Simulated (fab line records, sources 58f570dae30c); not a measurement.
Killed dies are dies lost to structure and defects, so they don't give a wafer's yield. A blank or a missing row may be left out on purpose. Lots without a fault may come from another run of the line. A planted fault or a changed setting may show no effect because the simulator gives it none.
Which tool did it? | flow berkeley_cmos170 | 12 lots, 36 wafers sampled, at 3 steps of a route of 331

WHAT THE GAUGES READ, wafer by wafer
UCB170_CONTACT_OVL_MEAS_16.
lot  | measured     | on         | CONTACT_OVL (nm)
L075 | day 8 05:20  | overlay-02 | -3 2 -11
L077 | day 9 07:46  | overlay-02 | 0 1 0
L079 | day 9 08:52  | overlay-02 | 2 7 4
L081 | day 10 07:21 | overlay-02 | -1 12 9
L082 | day 10 02:16 | overlay-02 | -3 1 3
L085 | day 10 07:59 | overlay-02 | 1 2 6
L087 | day 11 04:16 | overlay-02 | -2 8 10
L089 | day 11 04:30 | overlay-01 | 3 8 9
L091 | day 13 03:41 | overlay-02 | 9 5 13
L094 | day 13 01:52 | overlay-01 | 7 10 7
L095 | day 13 07:01 | overlay-01 | -6 -4 7
L096 | day 13 20:39 | overlay-02 | 14 9 10

WHICH TOOL RAN EACH LOT (tool, then ch and the chambers of the sampled wafers, then the start)
lot  | UCB170_ZERO_ETCH_06               | UCB170_SDANNEAL_RTA_00
L075 | rie_diel-01 ch 0,1,3, day 2 04:25 | rtp_anneal-02 ch 0, day 8 00:24
L077 | rie_diel-02 ch 0,2, day 2 15:18   | rtp_anneal-01 ch 0, day 9 01:17
L079 | rie_diel-02 ch 0,2,3, day 2 20:54 | rtp_anneal-01 ch 0, day 9 01:37
L081 | rie_diel-01 ch 0,1, day 3 13:49   | rtp_anneal-01 ch 0, day 9 20:30
L082 | rie_diel-01 ch 0,1,3, day 3 16:14 | rtp_anneal-02 ch 0, day 9 20:02
L085 | rie_diel-02 ch 0,1,2, day 4 05:27 | rtp_anneal-02 ch 0, day 9 20:44
L087 | rie_diel-03 ch 0,1, day 4 16:44   | rtp_anneal-02 ch 0, day 10 22:44
L089 | rie_diel-01 ch 0,2,3, day 4 20:28 | rtp_anneal-01 ch 0, day 10 22:43
L091 | rie_diel-02 ch 0,1,2, day 5 13:04 | rtp_anneal-02 ch 0, day 12 21:19
L094 | rie_diel-03 ch 0,1,2, day 5 23:38 | rtp_anneal-01 ch 0, day 12 20:46
L095 | rie_diel-03 ch 1,3, day 6 07:58   | rtp_anneal-01 ch 0, day 13 02:10
L096 | rie_diel-02 ch 0,2,3, day 6 15:12 | rtp_anneal-01 ch 0, day 13 14:01
- UCB170_ZERO_ETCH_06: etches SiO2 in CHF3/CF4/Ar, time 12 s.
- UCB170_SDANNEAL_RTA_00: time 10 s.

THE ANSWER, worked out from the rows above alone
Rule: what is usual is taken from the lots themselves. Put in order of their means at a reading, lots are off if they are a third of the lots or fewer, leave a main group of 4 or more, and stand apart from it by a gap of 3 or more times the standard deviation of the main group's means; of several such gaps the widest counts. A main group whose means are all the same, to the digits that the tables above print for the reading, isn't used. A lot without any number at a reading at which 4 lots or more have one is off too. The other lots that the step has rows for count as sound.
No lot is off at any reading shown: from this, nothing can be told.

WHAT THE SIMULATOR HAD PUT IN
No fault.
